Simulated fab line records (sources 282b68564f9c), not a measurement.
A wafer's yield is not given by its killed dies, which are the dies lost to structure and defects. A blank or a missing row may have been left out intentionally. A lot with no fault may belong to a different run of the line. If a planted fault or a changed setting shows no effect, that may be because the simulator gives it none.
fab line records    flow rit-cmos
record: lots: 15  wafers: 45  last-day: 8
route steps=202 shown FOX1@20 NWELL@37 PWELL@48 NRETRO@59 M1@202
lots that met no fault: taken from a fault-free run of the same line
start-h: hours from the record's first day to the start of the lot's first wafer shown    wait-h: how many hours have passed since the lot's step before this one    " repeats the value in the row above    L1.1+2: one row covering several wafers at once    - no value present, or no start provided    * or withheld: withheld    < > ~ a bound
route shown NAME@n: names a module that has steps shown in the file, with the first one's number in the route    usual: mean/standard deviation of fault-free wafers    same: alike in all rows    chamber/n: place in a boat    sites: the reading at each site    _std_site: standard deviation across them    _edge_site: the outer-site mean with the inner-site mean subtracted    radius-mm: for every site, how far away it sits from the centre of the wafer    mask NAME#n: copy n    behind: the most recent tool/chamber to have shaped the wafer    hold: reason for holding the lot/hours on hold/outcome of the hold    device: names the non-switching transistor (n, p or np)    end of line: the tests these same wafers got at the end of their route    step lacking rows: just its recipe    killed: at the first sort, the dies lost to defects and structure; wafer yield is something else    map: a wafer's dies, x killed, . not, _ none there
set.NAME: the run value of the setting; set.NAME@STEP: its run value at that earlier step    model.NAME: the simulator's own value behind a step, which no gauge read
one table for each step of the route and one row for each wafer, over a sample of lots
services: when a tool's chamber went out of use (start-h, in hours from the record's first day, below 0 if earlier), for how many hours, and the reason
== steps ==
step: RIT_FOX1_OXIDATION_00
recipe: temp-c: 1100  ambient: H2O  target-thk-a: 3507  p-h2o-torr: 720  ox-time-s: 1130
usual: zone-power-source-pct: 43/4.5
lot.wafer  tool        chamber  start-h  wait-h  zone-power-source-pct
L207.2     furnace-01  0        17.82    0.5     43
L207.5     "           0        "        "       42
L207.6     "           0        "        "       41
L208.1     furnace-03  0        24.17    0.6     37
L208.3     "           0        "        "       37
L208.4     "           0        "        "       38
L209.3     furnace-03  0        28.10    1.9     38
L209.5     "           0        "        "       36
L209.6     "           0        "        "       38
L210.2     furnace-01  0        32.62    1.5     42
L210.5     "           0        "        "       42
L210.6     "           0        "        "       42
L211.3     furnace-01  0        39.02    1.2     43
L211.4     "           0        "        "       42
L211.6     "           0        "        "       42
L213.3     furnace-04  0        47.22    0.0     48
L213.4     "           0        "        "       48
L213.6     "           0        "        "       48
L214.1     furnace-04  0        55.83    4.1     48
L214.2     "           0        "        "       48
L214.3     "           0        "        "       49
L217.2     furnace-01  0        69.54    0.0     42
L217.5     "           0        "        "       42
L217.6     "           0        "        "       43
L218.2     furnace-04  0        74.26    0.7     48
L218.3     "           0        "        "       49
L218.6     "           0        "        "       48
L219.3     furnace-03  0        77.14    1.6     37
L219.4     "           0        "        "       37
L219.5     "           0        "        "       37
L221.3     furnace-04  0        88.98    1.8     49
L221.4     "           0        "        "       48
L221.6     "           0        "        "       48
L222.2     furnace-04  0        93.55    1.2     49
L222.3     "           0        "        "       49
L222.6     "           0        "        "       48
L225.2     furnace-04  0        110.98   0.9     47
L225.5     "           0        "        "       48
L225.6     "           0        "        "       49
L226.2     furnace-03  0        115.77   1.6     37
L226.5     "           0        "        "       37
L226.6     "           0        "        "       37
L229.2     furnace-03  0        134.61   3.6     37
L229.3     "           0        "        "       38
L229.5     "           0        "        "       37
step: RIT_FOX1_THK_MEAS_01
recipe: reads: SiO2_of_FOX1_OXIDATION_00
usual: FOX1_OXIDE_THK: 351/7.7
lot.wafer  tool           chamber  start-h  wait-h  FOX1_OXIDE_THK[nm]
L207.2     film-metro-02  -        19.15    0.0     345
L207.5     "              -        "        "       345
L207.6     "              -        "        "       338
L208.1     film-metro-03  -        25.49    0.0     355
L208.3     "              -        "        "       364
L208.4     "              -        "        "       348
L209.3     film-metro-03  -        29.44    0.0     342
L209.5     "              -        "        "       349
L209.6     "              -        "        "       344
L210.2     film-metro-04  -        33.95    0.0     360
L210.5     "              -        "        "       360
L210.6     "              -        "        "       354
L211.3     film-metro-03  -        40.35    0.0     342
L211.4     "              -        "        "       342
L211.6     "              -        "        "       339
L213.3     film-metro-03  -        48.55    0.0     361
L213.4     "              -        "        "       363
L213.6     "              -        "        "       367
L214.1     film-metro-02  -        57.14    0.0     358
L214.2     "              -        "        "       358
L214.3     "              -        "        "       357
L217.2     film-metro-02  -        70.86    0.0     340
L217.5     "              -        "        "       346
L217.6     "              -        "        "       342
L218.2     film-metro-03  -        75.58    0.0     355
L218.3     "              -        "        "       358
L218.6     "              -        "        "       366
L219.3     film-metro-03  -        78.47    0.0     348
L219.4     "              -        "        "       348
L219.5     "              -        "        "       351
L221.3     film-metro-03  -        90.31    0.0     429
L221.4     "              -        "        "       434
L221.6     "              -        "        "       433
L222.2     film-metro-02  -        94.87    0.0     443
L222.3     "              -        "        "       443
L222.6     "              -        "        "       445
L225.2     film-metro-02  -        112.31   0.0     442
L225.5     "              -        "        "       444
L225.6     "              -        "        "       446
L226.2     film-metro-02  -        117.10   0.0     346
L226.5     "              -        "        "       351
L226.6     "              -        "        "       347
L229.2     film-metro-04  -        135.93   0.0     347
L229.3     "              -        "        "       345
L229.5     "              -        "        "       343
step: RIT_NWELL_STRIP_09
recipe: chemistry: O2  time-s: 180  resist: NOVOLAK  platen-temp-c: withheld  power-w: 500  pressure-mtorr: 4000  o2-flow-sccm: 4000
usual: drypump-motor-current-A: 5.8/0.41
lot.wafer  tool             chamber  start-h  wait-h  drypump-motor-current-A  rf-hours-counter-h
L207.2     plasma-asher-02  0        23.91    0.1     6.1                      35
L207.5     "                0        "        "       6.1                      -
L207.6     "                1        "        "       6.1                      -
L208.1     plasma-asher-03  0        30.74    0.1     6.2                      23
L208.3     "                0        "        "       6.2                      -
L208.4     "                1        "        "       5.4                      -
L209.3     plasma-asher-04  0        33.25    0.1     5.1                      -
L209.5     "                0        "        "       5.1                      -
L209.6     "                1        "        "       6.1                      -
L210.2     plasma-asher-02  1        38.11    0.1     6.1                      37
L210.5     "                1        "        "       6.2                      -
L210.6     "                0        "        "       6.1                      -
L211.3     plasma-asher-03  1        46.63    0.1     5.4                      -
L211.4     "                0        "        "       6.1                      -
L211.6     "                1        "        "       5.4                      -
L213.3     plasma-asher-04  1        52.54    0.1     6.1                      -
L213.4     "                0        "        "       5.1                      -
L213.6     "                0        "        "       5.1                      -
L214.1     plasma-asher-02  1        65.54    0.1     6.2                      40
L214.2     "                0        "        "       6.1                      40
L214.3     "                1        "        "       6.2                      -
L217.2     plasma-asher-03  0        76.60    0.1     6.2                      28
L217.5     "                1        "        "       5.4                      -
L217.6     "                0        "        "       6.1                      -
L218.2     plasma-asher-03  0        81.73    0.1     6.1                      29
L218.3     "                0        "        "       6.2                      -
L218.6     "                0        "        "       6.1                      -
L219.3     plasma-asher-03  1        83.16    0.1     5.4                      -
L219.4     "                0        "        "       6.2                      -
L219.5     "                0        "        "       6.2                      -
L221.3     plasma-asher-04  1        96.27    0.1     6.2                      -
L221.4     "                0        "        "       5.1                      -
L221.6     "                1        "        "       6.2                      -
L222.2     plasma-asher-02  1        99.33    0.1     6.1                      43
L222.3     "                0        "        "       6.0                      -
L222.6     "                0        "        "       6.1                      -
L225.2     plasma-asher-03  1        117.12   0.1     5.4                      33
L225.5     "                1        "        "       5.4                      -
L225.6     "                0        "        "       6.2                      -
L226.2     plasma-asher-04  0        121.44   0.1     5.1                      51
L226.5     "                0        "        "       5.1                      -
L226.6     "                1        "        "       6.2                      -
L229.2     plasma-asher-03  0        141.04   0.1     6.2                      35
L229.3     "                0        "        "       6.2                      -
L229.5     "                0        "        "       6.2                      -
step: RIT_PWELL_STRIP_09
recipe: chemistry: O2  time-s: 180  resist: NOVOLAK  platen-temp-c: withheld  power-w: 500  pressure-mtorr: 4000  o2-flow-sccm: 4000
usual: drypump-motor-current-A: 5.9/0.45
lot.wafer  tool             chamber  start-h  wait-h  drypump-motor-current-A  rf-hours-counter-h
L207.2     plasma-asher-01  1        25.69    0.1     6.4                      38
L207.5     "                1        "        "       6.4                      -
L207.6     "                0        "        "       5.1                      -
L208.1     plasma-asher-02  0        32.55    0.1     6.1                      36
L208.3     "                1        "        "       6.1                      -
L208.4     "                0        "        "       6.1                      -
L209.3     plasma-asher-01  0        35.03    0.1     5.1                      -
L209.5     "                1        "        "       6.4                      -
L209.6     "                0        "        "       5.0                      -
L210.2     plasma-asher-03  1        39.76    0.1     5.4                      24
L210.5     "                1        "        "       5.4                      -
L210.6     "                0        "        "       6.2                      -
L211.3     plasma-asher-02  1        48.19    0.1     6.1                      -
L211.4     "                0        "        "       6.0                      -
L211.6     "                1        "        "       6.1                      -
L213.3     plasma-asher-02  1        54.22    0.1     6.1                      -
L213.4     "                0        "        "       6.0                      -
L213.6     "                0        "        "       6.0                      -
L214.1     plasma-asher-01  1        67.09    0.1     6.4                      42
L214.2     "                0        "        "       5.1                      42
L214.3     "                0        "        "       5.1                      -
L217.2     plasma-asher-03  1        78.27    0.1     5.4                      28
L217.5     "                1        "        "       5.4                      -
L217.6     "                0        "        "       6.2                      -
L218.2     plasma-asher-01  1        83.41    0.1     6.4                      44
L218.3     "                0        "        "       5.1                      -
L218.6     "                1        "        "       6.4                      -
L219.3     plasma-asher-03  0        84.71    0.1     6.2                      -
L219.4     "                1        "        "       5.4                      -
L219.5     "                0        "        "       6.1                      -
L221.3     plasma-asher-01  1        97.89    0.1     6.4                      -
L221.4     "                0        "        "       5.0                      -
L221.6     "                1        "        "       6.4                      -
L222.2     plasma-asher-02  1        100.88   0.1     6.1                      43
L222.3     "                0        "        "       6.0                      -
L222.6     "                0        "        "       6.0                      -
L225.2     plasma-asher-01  1        118.67   0.1     6.4                      46
L225.5     "                1        "        "       6.4                      -
L225.6     "                0        "        "       5.1                      -
L226.2     plasma-asher-02  1        122.99   0.1     6.1                      0
L226.5     "                1        "        "       6.1                      -
L226.6     "                0        "        "       6.1                      -
L229.2     plasma-asher-03  1        142.64   0.1     5.4                      35
L229.3     "                1        "        "       5.4                      -
L229.5     "                1        "        "       5.4                      -
step: RIT_NRETRO_OVL_MEAS_06
usual: NRETRO_OVL: 0.2/1.5
lot.wafer  tool        chamber  start-h  wait-h  NRETRO_OVL[nm]
L207.2     overlay-02  -        33.75    -       -1.0
L207.5     "           -        "        "       1.1
L207.6     "           -        "        "       1.8
L208.1     overlay-01  -        40.34    -       1.3
L208.3     "           -        "        "       2.9
L208.4     "           -        "        "       -0.7
L209.3     overlay-02  -        42.94    -       -2.5
L209.5     "           -        "        "       -1.4
L209.6     "           -        "        "       -1.2
L210.2     overlay-01  -        46.42    -       0.5
L210.5     "           -        "        "       -3.3
L210.6     "           -        "        "       0.9
L211.3     overlay-01  -        54.61    -       -0.1
L211.4     "           -        "        "       0.1
L211.6     "           -        "        "       1.4
L213.3     overlay-01  -        63.48    -       2.0
L213.4     "           -        "        "       1.4
L213.6     "           -        "        "       2.2
L214.1     overlay-02  -        74.19    -       -4.7
L214.2     "           -        "        "       -1.7
L214.3     "           -        "        "       0.0
L217.2     overlay-02  -        85.41    -       -0.7
L217.5     "           -        "        "       0.3
L217.6     "           -        "        "       0.9
L218.2     overlay-02  -        89.85    -       0.5
L218.3     "           -        "        "       2.0
L218.6     "           -        "        "       0.8
L219.3     overlay-02  -        91.20    -       -2.6
L219.4     "           -        "        "       1.2
L219.5     "           -        "        "       0.7
L221.3     overlay-02  -        105.24   -       0.4
L221.4     "           -        "        "       0.7
L221.6     "           -        "        "       -0.6
L222.2     overlay-01  -        111.23   -       2.0
L222.3     "           -        "        "       0.4
L222.6     "           -        "        "       0.6
L225.2     overlay-01  -        125.11   -       1.9
L225.5     "           -        "        "       0.5
L225.6     "           -        "        "       1.3
L226.2     overlay-02  -        129.44   -       1.6
L226.5     "           -        "        "       -0.6
L226.6     "           -        "        "       1.1
L229.2     overlay-02  -        150.46   -       3.0
L229.3     "           -        "        "       -0.9
L229.5     "           -        "        "       2.2
step: RIT_M1_PROBE_99
usual: killed_at_M0_to_M3: 0.0/0.083  killed-at-front-end: 7/3.1  killed-dies: 7/3.1  killed-open: 3.6/2.2  killed-short: 3.4/2.1
same: gross-dies: 264  killed_at_M4_up: 0  killed-at-back-side: 0  killed-at-contacts: 0  killed-at-other: 0
lot.wafer  tool       chamber  start-h  wait-h  killed_at_M0_to_M3  killed-at-front-end  killed-dies  killed-open  killed-short
L207.2     prober-01  -        63.90    0.1     0                   6                    6            2            3
L207.5     prober-01  -        64.05    0.2     0                   6                    6            2            4
L207.6     prober-01  -        64.10    0.2     0                   6                    6            2            4
L209.3     prober-02  -        72.65    0.2     0                   6                    6            3            3
L209.5     prober-02  -        72.75    0.2     0                   6                    6            5            1
L209.6     prober-02  -        72.80    0.2     1                   5                    6            2            4
L208.1     prober-01  -        74.05    0.1     0                   5                    5            2            3
L208.3     prober-01  -        74.15    0.2     0                   13                   13           3            10
L208.4     prober-01  -        74.20    0.2     0                   7                    7            4            3
L210.2     prober-02  -        84.37    0.1     0                   7                    7            3            4
L210.5     prober-02  -        84.52    0.2     0                   8                    8            6            2
L210.6     prober-02  -        84.57    0.2     0                   4                    4            1            3
L211.3     prober-01  -        91.16    0.2     0                   7                    7            5            2
L211.4     prober-01  -        91.21    0.2     0                   9                    9            7            2
L211.6     prober-01  -        91.31    0.2     0                   8                    8            5            3
L213.3     prober-01  -        95.21    0.2     0                   6                    6            4            2
L213.4     prober-01  -        95.26    0.2     0                   2                    2            1            1
L213.6     prober-01  -        95.36    0.2     0                   5                    5            3            2
L214.1     prober-02  -        109.49   0.1     0                   6                    6            5            1
L214.2     prober-02  -        109.54   0.1     0                   7                    7            6            1
L214.3     prober-02  -        109.59   0.2     0                   3                    3            1            2
L217.2     prober-01  -        118.28   0.1     0                   3                    3            1            2
L217.5     prober-01  -        118.43   0.2     0                   12                   12           7            5
L217.6     prober-01  -        118.48   0.2     0                   0                    0            0            0
L218.2     prober-02  -        126.17   0.1     0                   6                    6            2            4
L218.3     prober-02  -        126.22   0.2     0                   8                    8            4            4
L218.6     prober-02  -        126.37   0.2     0                   6                    6            5            1
L219.3     prober-01  -        127.72   0.2     0                   6                    6            3            3
L219.4     prober-01  -        127.77   0.2     0                   11                   11           5            5
L219.5     prober-01  -        127.82   0.2     0                   4                    4            0            4
L221.3     prober-01  -        144.70   0.2     0                   7                    7            5            2
L221.4     prober-01  -        144.75   0.2     0                   7                    7            5            2
L221.6     prober-01  -        144.85   0.2     0                   9                    9            6            3
L222.2     prober-02  -        150.37   0.1     0                   5                    5            2            3
L222.3     prober-02  -        150.42   0.2     0                   4                    4            4            0
L222.6     prober-02  -        150.57   0.2     0                   9                    9            6            3
L225.2     prober-01  -        163.79   0.1     0                   10                   10           5            5
L225.5     prober-01  -        163.94   0.2     0                   4                    4            2            2
L225.6     prober-01  -        163.99   0.2     0                   10                   10           4            6
L226.2     prober-01  -        170.06   0.1     0                   2                    2            0            2
L226.5     prober-01  -        170.21   0.2     0                   6                    6            4            2
L226.6     prober-01  -        170.26   0.2     0                   9                    9            7            2
L229.2     prober-02  -        185.07   0.1     0                   6                    6            5            1
L229.3     prober-02  -        185.12   0.2     0                   1                    1            1            0
L229.5     prober-02  -        185.22   0.2     0                   7                    7            3            4
killed by level:class
L207.2 FOX1:geometric-particle:short=2 GATE:geometric-particle:open=1 SPACER:geometric-particle:open=1 SPACER:geometric-particle:short=1 NRETRO:coat-microbubble-printed=1
L207.5 GATE:geometric-particle:short=2 REOX:geometric-particle:short=2 GATE:geometric-particle:open=1 REOX:geometric-particle:open=1
L207.6 REOX:geometric-particle:short=2 FOX1:geometric-particle:short=1 FOX1:geometric-particle:open=1 GATE:geometric-particle:short=1 GATE:geometric-particle:open=1
L209.3 GATE:geometric-particle:short=2 GATE:geometric-particle:open=2 FOX1:geometric-particle:open=1 FOX2:geometric-particle:short=1
L209.5 GATE:geometric-particle:open=3 REOX:geometric-particle:short=1 SPACER:geometric-particle:open=1 SILICIDE:geometric-particle:open=1
L209.6 FOX1:geometric-particle:open=2 GATE:geometric-particle:short=1 REOX:geometric-particle:short=1 SILICIDE:geometric-particle:short=1 M1:geometric-particle:short=1
L208.1 FOX1:geometric-particle:short=1 FOX1:geometric-particle:open=1 GATE:geometric-particle:short=1 GATE:geometric-particle:open=1 REOX:geometric-particle:short=1
L208.3 GATE:geometric-particle:short=3 FOX2:geometric-particle:short=2 GATE:geometric-particle:open=2 REOX:geometric-particle:short=2 FOX1:geometric-particle:short=1 SPACER:geometric-particle:short=1 SILICIDE:geometric-particle:short=1 SILICIDE:geometric-particle:open=1
L208.4 REOX:geometric-particle:open=2 REOX:geometric-particle:short=2 ACTIVE:geometric-particle:open=1 GATE:geometric-particle:short=1 SPACER:geometric-particle:open=1
L210.2 GATE:geometric-particle:short=3 GATE:geometric-particle:open=2 FOX1:geometric-particle:short=1 REOX:geometric-particle:open=1
L210.5 GATE:geometric-particle:open=4 REOX:geometric-particle:open=2 GATE:geometric-particle:short=1 SILICIDE:geometric-particle:short=1
L210.6 GATE:geometric-particle:short=2 FOX1:geometric-particle:short=1 GATE:geometric-particle:open=1
L211.3 SILICIDE:geometric-particle:open=3 GATE:geometric-particle:open=2 GATE:geometric-particle:short=1 SPACER:geometric-particle:short=1
L211.4 SILICIDE:geometric-particle:open=3 GATE:geometric-particle:open=2 FOX1:geometric-particle:short=1 FOX1:geometric-particle:open=1 FOX2:geometric-particle:open=1 SILICIDE:geometric-particle:short=1
L211.6 GATE:geometric-particle:open=2 GATE:geometric-particle:short=2 FOX1:geometric-particle:short=1 FOX2:geometric-particle:open=1 REOX:geometric-particle:open=1 SILICIDE:geometric-particle:open=1
L213.3 REOX:geometric-particle:open=2 GATE:geometric-particle:short=1 SPACER:geometric-particle:short=1 SPACER:geometric-particle:open=1 SILICIDE:geometric-particle:open=1
L213.4 FOX2:geometric-particle:short=1 GATE:geometric-particle:open=1
L213.6 GATE:geometric-particle:short=2 FOX1:geometric-particle:open=1 FOX2:geometric-particle:open=1 REOX:geometric-particle:open=1
L214.1 GATE:geometric-particle:open=3 SILICIDE:geometric-particle:open=2 SILICIDE:geometric-particle:short=1
L214.2 SILICIDE:geometric-particle:open=3 GATE:geometric-particle:open=2 REOX:geometric-particle:open=1 SPACER:geometric-particle:short=1
L214.3 FOX1:geometric-particle:open=1 GATE:geometric-particle:short=1 REOX:geometric-particle:short=1
L217.2 FOX2:geometric-particle:short=1 GATE:geometric-particle:open=1 SPACER:geometric-particle:short=1
L217.5 GATE:geometric-particle:open=5 GATE:geometric-particle:short=4 FOX2:geometric-particle:short=1 REOX:geometric-particle:open=1 SPACER:geometric-particle:open=1
L218.2 FOX1:geometric-particle:short=1 GATE:geometric-particle:open=1 GATE:geometric-particle:short=1 REOX:geometric-particle:open=1 REOX:geometric-particle:short=1 SPACER:geometric-particle:short=1
L218.3 GATE:geometric-particle:short=3 GATE:geometric-particle:open=3 FOX1:geometric-particle:short=1 FOX2:geometric-particle:open=1
L218.6 SILICIDE:geometric-particle:open=2 REOX:geometric-particle:short=1 FOX1:geometric-particle:open=1 REOX:geometric-particle:open=1 SPACER:geometric-particle:open=1
L219.3 FOX2:geometric-particle:open=2 REOX:geometric-particle:short=2 FOX1:geometric-particle:open=1 SPACER:geometric-particle:short=1
L219.4 GATE:geometric-particle:open=4 FOX1:geometric-particle:short=3 GATE:geometric-particle:short=2 ACTIVE:geometric-particle:open=1 NWELL:coat-microbubble-printed=1
L219.5 REOX:geometric-particle:short=2 FOX2:geometric-particle:short=1 GATE:geometric-particle:short=1
L221.3 GATE:geometric-particle:open=3 FOX1:geometric-particle:open=2 FOX1:geometric-particle:short=1 SILICIDE:geometric-particle:short=1
L221.4 SPACER:geometric-particle:open=3 FOX2:geometric-particle:open=1 FOX2:geometric-particle:short=1 GATE:geometric-particle:open=1 SILICIDE:geometric-particle:short=1
L221.6 GATE:geometric-particle:open=4 FOX2:geometric-particle:short=2 FOX1:geometric-particle:open=1 SPACER:geometric-particle:short=1 SPACER:geometric-particle:open=1
L222.2 GATE:geometric-particle:short=2 FOX1:geometric-particle:short=1 FOX2:geometric-particle:open=1 SILICIDE:geometric-particle:open=1
L222.3 FOX1:geometric-particle:open=1 GATE:geometric-particle:open=1 SPACER:geometric-particle:open=1 SILICIDE:geometric-particle:open=1
L222.6 FOX1:geometric-particle:open=3 GATE:geometric-particle:short=2 GATE:geometric-particle:open=1 REOX:geometric-particle:open=1 SILICIDE:geometric-particle:short=1 SILICIDE:geometric-particle:open=1
L225.2 FOX2:geometric-particle:open=2 GATE:geometric-particle:short=2 FOX1:geometric-particle:short=1 FOX1:geometric-particle:open=1 FOX2:geometric-particle:short=1 SPACER:geometric-particle:open=1 SPACER:geometric-particle:short=1 SILICIDE:geometric-particle:open=1
L225.5 FOX1:geometric-particle:open=1 FOX1:geometric-particle:short=1 GATE:geometric-particle:open=1 SPACER:geometric-particle:short=1
L225.6 GATE:geometric-particle:short=5 FOX2:geometric-particle:open=2 SPACER:geometric-particle:open=2 FOX1:geometric-particle:short=1
L226.2 GATE:geometric-particle:short=1 SPACER:geometric-particle:short=1
L226.5 REOX:geometric-particle:open=3 FOX1:geometric-particle:open=1 REOX:geometric-particle:short=1 SPACER:geometric-particle:short=1
L226.6 GATE:geometric-particle:open=4 REOX:geometric-particle:open=2 FOX2:geometric-particle:short=1 FOX2:geometric-particle:open=1 GATE:geometric-particle:short=1
L229.2 GATE:geometric-particle:open=3 FOX2:geometric-particle:open=1 SPACER:geometric-particle:open=1 SILICIDE:geometric-particle:short=1
L229.3 GATE:geometric-particle:open=1
L229.5 FOX2:geometric-particle:short=3 FOX1:geometric-particle:open=1 GATE:geometric-particle:short=1 GATE:geometric-particle:open=1 SPACER:geometric-particle:open=1
== services ==
tool             chamber  start-h  hours  kind
furnace-01       -        5.79     4.1    pm
plasma-asher-01  -        10.81    3.7    repair
plasma-asher-02  -        34.74    1.7    repair
plasma-asher-01  -        38.09    5.4    repair
plasma-asher-02  -        68.80    1.6    repair
furnace-04       -        97.41    6.8    pm
plasma-asher-01  -        100.24   14.6   pm
plasma-asher-03  -        103.58   2.8    pm
plasma-asher-02  -        108.75   9.0    pm
plasma-asher-02  0        108.75   9.0    vent-cycle
plasma-asher-02  1        108.75   9.0    vent-cycle
plasma-asher-02  0        117.75   -      clean
plasma-asher-02  1        117.75   -      clean
furnace-03       -        138.93   3.1    pm
== key ==
first-sign: step: RIT_FOX1_THK_MEAS_01  reading: FOX1_OXIDE_THK  direction: up  sigmas: 12  usual: 351  struck: 440
effect none on later readings
met-at RIT_FOX1_OXIDATION_00
struck-lots L221,L222,L225
tester-left-out L221,L222,L225
not-acting-at RIT_NWELL_STRIP_09,RIT_PWELL_STRIP_09,RIT_NRETRO_OVL_MEAS_06
onset-between 74.26 88.98
fault: kind: process-parameter-drift  tool: furnace-04  chamber: -  onset-h: 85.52  steps: RIT_FOX1_OXIDATION_00  channel: ox-time-s  offset: *  shape: step  end-h: 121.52  acts-in: *  stated: *
tester-left-out: of these lots the tester's yield and bins aren't shown, on N5 and GAA mostly nor the transistor test; their killed dies are dies lost to structure and defects alone, not to doping, threshold or leakage, so they don't give the yield
